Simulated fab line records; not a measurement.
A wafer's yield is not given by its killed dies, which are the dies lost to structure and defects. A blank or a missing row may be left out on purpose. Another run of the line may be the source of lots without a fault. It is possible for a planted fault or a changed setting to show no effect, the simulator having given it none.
fab line records	flow ritCmos
record: lots: 7	wafers: 21	lastDay: 7
route steps=202 shown ACTIVE@1 M1@202
lots that met no fault: taken from a fault-free run of the same line
startH: hours from the record's first day to the start of the lot's first wafer shown	waitH: hours since the lot's step before	" same as the row above	L1.1+2: a row that stands for several wafers	- no value, or no start given	* or withheld: withheld	< > ~ a bound
route shown NAME@n: NAME is a module with steps in the file, n the number in the route of the first one	usual: mean and standard deviation over wafers with no fault	same: alike in all rows	chamber/n: place in a boat	sites: readings site by site	_std_site: the standard deviation of these	_edge_site: the outer-site mean with the inner-site mean subtracted	radiusMm: for every site, how far away it sits from the centre of the wafer	mask NAME#n: copy n	behind: tool/chamber where the wafer was last shaped	hold: reason for holding the lot/hours on hold/outcome of the hold	device: whichever transistor did not switch (one of n, p or np)	end of line: tests of these same wafers at the route's end	step lacking rows: just its recipe	killed: count of dies lost to structure and defects at first sort (not the wafer's yield)	map: a wafer's dies, marking killed ones x, the rest . and places with no die _
set.NAME: setting as actually run; set.NAME@STEP: the setting as run at that earlier step	model.NAME: the simulator's own value behind a step, which no gauge read
a table for each step, a row for each wafer; lots at some steps of the route
services: the hour from which a tool's chamber was out of use, counted from the record's first day as startH (under 0 if before that day), plus the number of hours and why
== steps ==
step: RIT_ACTIVE_BOW_MEAS_00
recipe: mode: bow
usual: INCOMING_BOW: -1/5.7
lot.wafer	tool	chamber	startH	waitH	INCOMING_BOW[um]
L908.4	filmMetro-04	-	20.06	-	2
L908.5	"	-	"	"	-6
L908.6	"	-	"	"	-5
L912.3	filmMetro-02	-	40.04	-	-3
L912.4	"	-	"	"	7
L912.5	"	-	"	"	-8
L914.1	filmMetro-01	-	50.00	-	-5
L914.2	"	-	"	"	1
L914.4	"	-	"	"	-6
L915.2	filmMetro-02	-	55.02	-	-6
L915.3	"	-	"	"	-14
L915.5	"	-	"	"	1
L926.1	filmMetro-01	-	110.00	-	-5
L926.4	"	-	"	"	-4
L926.6	"	-	"	"	2
L928.2	filmMetro-01	-	120.02	-	1
L928.5	"	-	"	"	-8
L928.6	"	-	"	"	-3
L929.4	filmMetro-02	-	125.06	-	-5
L929.5	"	-	"	"	-10
L929.6	"	-	"	"	-3
step: RIT_ACTIVE_OXIDATION_01
recipe: tempC: 1000	ambient: O2	targetThkA: 468	oxTimeS: 3360
step: RIT_ACTIVE_THK_MEAS_02
recipe: reads: SiO2_of_ACTIVE_OXIDATION_01
usual: ACTIVE_OXIDE_THK: 47.1/0.97
lot.wafer	tool	chamber	startH	waitH	ACTIVE_OXIDE_THK[nm]
L908.4	filmMetro-01	-	22.08	0.0	47.6
L908.5	"	-	"	"	48.7
L908.6	"	-	"	"	48.2
L912.3	filmMetro-04	-	42.07	0.0	47.6
L912.4	"	-	"	"	47.7
L912.5	"	-	"	"	48.7
L914.1	filmMetro-04	-	52.05	0.0	46.5
L914.2	"	-	"	"	46.7
L914.4	"	-	"	"	45.6
L915.2	filmMetro-02	-	57.06	0.0	49.4
L915.3	"	-	"	"	49.4
L915.5	"	-	"	"	49.6
L926.1	filmMetro-01	-	112.12	0.0	46.2
L926.4	"	-	"	"	47.0
L926.6	"	-	"	"	46.6
L928.2	filmMetro-01	-	122.06	0.0	47.0
L928.5	"	-	"	"	46.4
L928.6	"	-	"	"	46.4
L929.4	filmMetro-04	-	127.08	0.0	46.3
L929.5	"	-	"	"	46.7
L929.6	"	-	"	"	46.1
step: RIT_ACTIVE_CVD_03
recipe: material: Si3N4	targetThkNm: 150	tempC: 810	precursor: SiH2Cl2/NH3	timeS: 1500	pressureMtorr: 300	sih2cl2FlowSccm: 60	nh3FlowSccm: 150
step: RIT_ACTIVE_THK_MEAS_04
recipe: reads: Si3N4_of_ACTIVE_CVD_03
usual: ACTIVE_NITRIDE_THK: 149.6/1.4
lot.wafer	tool	chamber	startH	waitH	ACTIVE_NITRIDE_THK[nm]
L908.4	filmMetro-01	-	23.90	0.0	149.1
L908.5	"	-	"	"	149.2
L908.6	"	-	"	"	147.6
L912.3	filmMetro-04	-	43.55	0.0	150.8
L912.4	"	-	"	"	151.0
L912.5	"	-	"	"	149.0
L914.1	filmMetro-02	-	53.53	0.0	148.3
L914.2	"	-	"	"	148.1
L914.4	"	-	"	"	148.8
L915.2	filmMetro-02	-	58.54	0.0	151.9
L915.3	"	-	"	"	150.5
L915.5	"	-	"	"	149.2
L926.1	filmMetro-01	-	113.60	0.0	149.5
L926.4	"	-	"	"	148.5
L926.6	"	-	"	"	148.6
L928.2	filmMetro-04	-	124.25	0.0	148.4
L928.5	"	-	"	"	147.9
L928.6	"	-	"	"	146.7
L929.4	filmMetro-01	-	128.56	0.0	147.4
L929.5	"	-	"	"	147.9
L929.6	"	-	"	"	147.6
step: RIT_ACTIVE_HMDS_05
recipe: primeTimeS: 60	primeTempC: 140
step: RIT_ACTIVE_COAT_06
recipe: resist: NOVOLAK	spinRpm: 3250	resistThkNm: 1000
lot.wafer	tool	chamber	startH	waitH	model.NOVOLAK_of_ACTIVE_COAT_06.thkNm
L908.4	lithoTrack-04	0	24.16	0.1	1005
L908.5	"	0	"	"	1003
L908.6	"	0	"	"	998.2
L912.3	lithoTrack-04	0	43.79	0.1	1052
L912.4+5	"	0	"	"	1049
L914.1	lithoTrack-04	0	53.74	0.1	1051
L914.2	"	0	"	"	1049
L914.4	"	0	"	"	1048
L915.2	lithoTrack-04	0	58.77	0.1	1048
L915.3	"	0	"	"	1045
L915.5	"	0	"	"	1047
L926.1	lithoTrack-02	0	113.81	0.1	1005
L926.4+6	"	0	"	"	1003
L928.2	lithoTrack-02	0	124.47	0.1	1002
L928.5	"	0	"	"	1005
L928.6	"	0	"	"	1001
L929.4	lithoTrack-04	0	128.81	0.1	993.9
L929.5	"	0	"	"	993.7
L929.6	"	0	"	"	997.4
step: RIT_ACTIVE_SOFTBAKE_07
recipe: resist: NOVOLAK	tempC: 90	timeS: 60
step: RIT_ACTIVE_EXPOSE_08
recipe: maskId: M1	na: 0.6	sourceShape: conventional	sigmaOuter: 0.6	targetCdNm: 1400	doseMj: 225
step: RIT_ACTIVE_PEB_09
recipe: resist: NOVOLAK	tempC: withheld	timeS: withheld
step: RIT_ACTIVE_DEVELOP_10
recipe: resist: NOVOLAK	developTimeS: 50	devTempC: 23
step: RIT_ACTIVE_CD_MEAS_11
recipe: targetCdNm: 1400
usual: cdNm: 1399.0/2.5
lot.wafer	tool	chamber	startH	waitH	cdNm
L908.4	cdSem-02	-	24.97	-	1401.3
L908.5	"	-	"	"	1399.7
L908.6	"	-	"	"	1403.1
L912.3	cdSem-01	-	44.60	-	1400.3
L912.4	"	-	"	"	1401.0
L912.5	"	-	"	"	1401.3
L914.1	cdSem-02	-	54.44	-	1403.9
L914.2	"	-	"	"	1405.3
L914.4	"	-	"	"	1406.1
L915.2	cdSem-01	-	59.58	-	1405.5
L915.3	"	-	"	"	1404.2
L915.5	"	-	"	"	1405.4
L926.1	cdSem-01	-	114.51	-	1400.6
L926.4	"	-	"	"	1399.4
L926.6	"	-	"	"	1402.6
L928.2	cdSem-01	-	125.29	-	1397.8
L928.5	"	-	"	"	1397.4
L928.6	"	-	"	"	1398.9
L929.4	cdSem-02	-	129.62	-	1397.2
L929.5	"	-	"	"	1396.1
L929.6	"	-	"	"	1397.0
step: RIT_ACTIVE_HARDBAKE_12
recipe: resist: NOVOLAK	tempC: 140	timeS: 60
step: RIT_ACTIVE_ETCH_13
recipe: stopOn: SiO2	chemistry: SF6	target: Si3N4	timeS: 210	overEtchFrac: 0.4	SF6_flow_sccm: 200	pressureMtorr: 260	rfW: 125	targetDepthA: 2100
usual: drypumpMotorCurrentA: 5.6/0.45	oesProductAu: 0.817/0.015	throttleValvePct: 7.52/0.11
lot.wafer	tool	chamber	startH	waitH	drypumpMotorCurrentA	oesProductAu	rfHoursCounterH	throttleValvePct	model.NOVOLAK_of_ACTIVE_COAT_06.thkNm
L908.4	rieDiel-02	0	25.18	0.1	5.5	0.825	119	7.63	659.1
L908.5	"	3	"	"	4.9	0.804	-	7.64	655.7
L908.6	"	0	"	"	5.5	0.816	-	7.63	651.2
L912.3	rieDiel-02	2	44.83	0.1	4.9	0.833	141	7.44	696.3
L912.4	"	0	"	"	5.5	0.830	120	7.62	695.2
L912.5	"	1	"	"	5.6	0.822	-	7.64	689.9
L914.1	rieDiel-03	1	54.71	0.1	6.4	0.806	3	7.45	690.4
L914.2	"	0	"	"	6.1	0.795	11	7.55	694.8
L914.4	"	3	"	"	6.1	0.801	137	7.63	707.8
L915.2	rieDiel-02	1	59.83	0.1	5.6	0.826	4	7.63	687.7
L915.3	"	3	"	"	4.9	0.800	72	7.64	688.9
L915.5	"	1	"	"	5.6	0.829	-	7.61	685.5
L926.1	rieDiel-03	2	114.78	0.1	5.6	0.811	74	7.62	655
L926.4	"	1	"	"	6.4	0.815	4	7.43	647
L926.6	"	0	"	"	6.1	0.798	-	7.55	655.5
L928.2	rieDiel-01	2	125.54	0.1	5.5	0.817	8	7.49	662.6
L928.5	"	3	"	"	5.1	0.790	-	7.55	651.9
L928.6	"	0	"	"	5.9	0.827	-	7.28	647.3
L929.4	rieDiel-01	2	129.83	0.1	5.4	0.827	8	7.48	653.7
L929.5	"	1	"	"	5.7	0.840	-	7.44	650.1
L929.6	"	0	"	"	5.9	0.826	-	7.27	645.2
step: RIT_ACTIVE_STRIP_14
recipe: chemistry: O2	timeS: 180	resist: NOVOLAK	platenTempC: withheld	powerW: 500	pressureMtorr: 4000	o2FlowSccm: 4000
usual: drypumpMotorCurrentA: 5.7/0.65
lot.wafer	tool	chamber	startH	waitH	drypumpMotorCurrentA	rfHoursCounterH
L908.4	plasmaAsher-02	1	25.37	0.1	6.6	-
L908.5	"	1	"	"	6.6	-
L908.6	"	0	"	"	5.3	-
L912.3	plasmaAsher-04	1	45.03	0.1	4.7	-
L912.4	"	0	"	"	5.7	-
L912.5	"	0	"	"	5.7	-
L914.1	plasmaAsher-04	0	54.84	0.1	5.7	28
L914.2	"	1	"	"	4.7	28
L914.4	"	0	"	"	5.7	-
L915.2	plasmaAsher-04	1	59.97	0.1	4.7	28
L915.3	"	0	"	"	5.7	-
L915.5	"	1	"	"	4.7	-
L926.1	plasmaAsher-02	0	114.91	0.1	5.2	48
L926.4	"	0	"	"	5.2	-
L926.6	"	0	"	"	5.2	-
L928.2	plasmaAsher-02	1	125.68	0.1	6.6	49
L928.5	"	1	"	"	6.6	-
L928.6	"	0	"	"	5.3	-
L929.4	plasmaAsher-02	1	130.03	0.1	6.6	-
L929.5	"	0	"	"	5.3	-
L929.6	"	1	"	"	6.6	-
step: RIT_M1_PROBE_99
usual: killedAtFrontEnd: 7/3.4	killedDies: 7/3.4	killedOpen: 3.3/2	killedShort: 3.8/2.4
same: grossDies: 264	killed_at_M0_to_M3: 0	killed_at_M4_up: 0	killedAtBackSide: 0	killedAtContacts: 0	killedAtOther: 0
lot.wafer	tool	chamber	startH	waitH	killedAtFrontEnd	killedDies	killedOpen	killedShort
L908.4	prober-02	-	67.75	0.2	6	6	3	3
L908.5	prober-02	-	67.80	0.2	6	6	3	3
L908.6	prober-02	-	67.85	0.2	2	2	1	1
L912.3	prober-02	-	86.14	0.2	3	3	2	1
L912.4	prober-02	-	86.19	0.2	6	6	1	5
L912.5	prober-02	-	86.24	0.2	5	5	3	2
L914.1	prober-02	-	97.85	0.1	6	6	2	4
L914.2	prober-02	-	97.90	0.1	13	13	8	5
L914.4	prober-02	-	98.00	0.2	7	7	3	4
L915.2	prober-01	-	101.99	0.1	4	4	2	2
L915.3	prober-01	-	102.04	0.2	7	7	2	5
L915.5	prober-01	-	102.14	0.2	4	4	1	3
L926.1	prober-02	-	158.44	0.1	12	12	8	4
L926.4	prober-02	-	158.59	0.2	5	5	2	3
L926.6	prober-02	-	158.69	0.2	7	7	2	5
L928.2	prober-02	-	166.56	0.1	7	7	5	2
L928.5	prober-02	-	166.71	0.2	5	5	4	1
L928.6	prober-02	-	166.76	0.2	3	3	0	3
L929.4	prober-01	-	171.11	0.2	8	8	2	6
L929.5	prober-01	-	171.16	0.2	8	8	7	1
L929.6	prober-01	-	171.21	0.2	9	9	3	5
killed by level:class
L908.4 SILICIDE:geometricParticle:short=2 SILICIDE:geometricParticle:open=2 GATE:geometricParticle:short=1 SPACER:geometricParticle:open=1
L908.5 GATE:geometricParticle:short=3 FOX2:geometricParticle:open=1 REOX:geometricParticle:open=1 SPACER:geometricParticle:open=1
L908.6 GATE:geometricParticle:short=1 SILICIDE:geometricParticle:open=1
L912.3 GATE:geometricParticle:open=1 REOX:geometricParticle:short=1 SPACER:geometricParticle:open=1
L912.4 GATE:geometricParticle:short=3 FOX1:geometricParticle:short=1 REOX:geometricParticle:open=1 SPACER:geometricParticle:short=1
L912.5 GATE:geometricParticle:open=2 FOX1:geometricParticle:short=1 GATE:geometricParticle:short=1 SPACER:geometricParticle:open=1
L914.1 REOX:geometricParticle:short=2 FOX1:geometricParticle:short=1 SPACER:geometricParticle:open=1 SPACER:geometricParticle:short=1 SILICIDE:geometricParticle:open=1
L914.2 GATE:geometricParticle:open=4 GATE:geometricParticle:short=3 REOX:geometricParticle:short=2 SPACER:geometricParticle:open=2 FOX1:geometricParticle:open=1 FOX2:geometricParticle:open=1
L914.4 REOX:geometricParticle:short=3 REOX:geometricParticle:open=2 SPACER:geometricParticle:open=1 SPACER:geometricParticle:short=1
L915.2 GATE:geometricParticle:short=1 GATE:geometricParticle:open=1 REOX:geometricParticle:short=1 SILICIDE:geometricParticle:open=1
L915.3 GATE:geometricParticle:short=3 GATE:geometricParticle:open=2 FOX2:geometricParticle:short=1 REOX:geometricParticle:short=1
L915.5 FOX1:geometricParticle:short=2 FOX2:geometricParticle:short=1 GATE:geometricParticle:open=1
L926.1 GATE:geometricParticle:open=5 FOX1:geometricParticle:short=2 FOX2:geometricParticle:open=1 GATE:geometricParticle:short=1 REOX:geometricParticle:open=1 SPACER:geometricParticle:short=1 SILICIDE:geometricParticle:open=1
L926.4 GATE:geometricParticle:short=2 FOX1:geometricParticle:short=1 GATE:geometricParticle:open=1 SPACER:geometricParticle:open=1
L926.6 GATE:geometricParticle:short=3 FOX1:geometricParticle:short=1 SPACER:geometricParticle:open=1 SILICIDE:geometricParticle:short=1 SILICIDE:geometricParticle:open=1
L928.2 FOX1:geometricParticle:open=2 FOX1:geometricParticle:short=1 GATE:geometricParticle:open=1 SPACER:geometricParticle:open=1 SILICIDE:geometricParticle:short=1 SILICIDE:geometricParticle:open=1
L928.5 REOX:geometricParticle:open=2 FOX1:geometricParticle:open=1 FOX2:geometricParticle:open=1 SILICIDE:geometricParticle:short=1
L928.6 FOX2:geometricParticle:short=1 REOX:geometricParticle:short=1 SILICIDE:geometricParticle:short=1
L929.4 SILICIDE:geometricParticle:short=3 FOX1:geometricParticle:short=1 FOX1:geometricParticle:open=1 FOX2:geometricParticle:short=1 GATE:geometricParticle:short=1 SPACER:geometricParticle:open=1
L929.5 FOX1:geometricParticle:open=3 SPACER:geometricParticle:open=3 GATE:geometricParticle:open=1 SILICIDE:geometricParticle:short=1
L929.6 FOX1:geometricParticle:short=2 GATE:geometricParticle:open=2 SPACER:geometricParticle:short=2 GATE:geometricParticle:short=1 SILICIDE:geometricParticle:open=1 ACTIVE:coatMicrobubblePrinted=1
== services ==
tool	chamber	startH	hours	kind
rieDiel-01	0	9.50	5.8	repair
rieDiel-03	3	55.28	1.9	repair
rieDiel-01	2	57.08	3.8	repair
rieDiel-03	2	70.65	23.3	repair
lithoTrack-04	-	121.97	-	consumableReplace:filter
== key ==
firstSign: step: RIT_ACTIVE_CD_MEAS_11	reading: cdNm	direction: up	sigmas: 1.9	usual: 1399.0	struck: 1403.7	through: controlLoop
effect none on later readings
modelEffect: step: RIT_ACTIVE_COAT_06	value: NOVOLAK_of_ACTIVE_COAT_06.thkNm	without: 1000	struck: 1049
modelEffect: step: RIT_ACTIVE_ETCH_13	value: NOVOLAK_of_ACTIVE_COAT_06.thkNm	without: 650.6	struck: 692.9
metAt RIT_ACTIVE_COAT_06
struckWafers L912.3,L912.4,L912.5,L914.1,L914.2,L914.4,L915.2,L915.3,L915.5
testerLeftOut L912,L914,L915
loopTrim: step: RIT_ACTIVE_EXPOSE_08	setting: dose	lots: L915
onsetBetween 24.16 43.79
fault: kind: processParameterDrift	tool: lithoTrack-04	chamber: -	onsetH: 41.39	steps: RIT_ACTIVE_COAT_06	channel: resistThkNm	offset: 48.399	shape: step	endH: 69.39	actsIn: theseRecipesOnly	stated: 1000
testerLeftOut: of these lots the tester's yield and bins aren't shown, on N5 and GAA mostly nor the transistor test; their killed dies are dies lost to structure and defects alone, not to doping, threshold or leakage, so they don't give the yield
loopTrim: a control loop set the setting to another value than it would have without faults
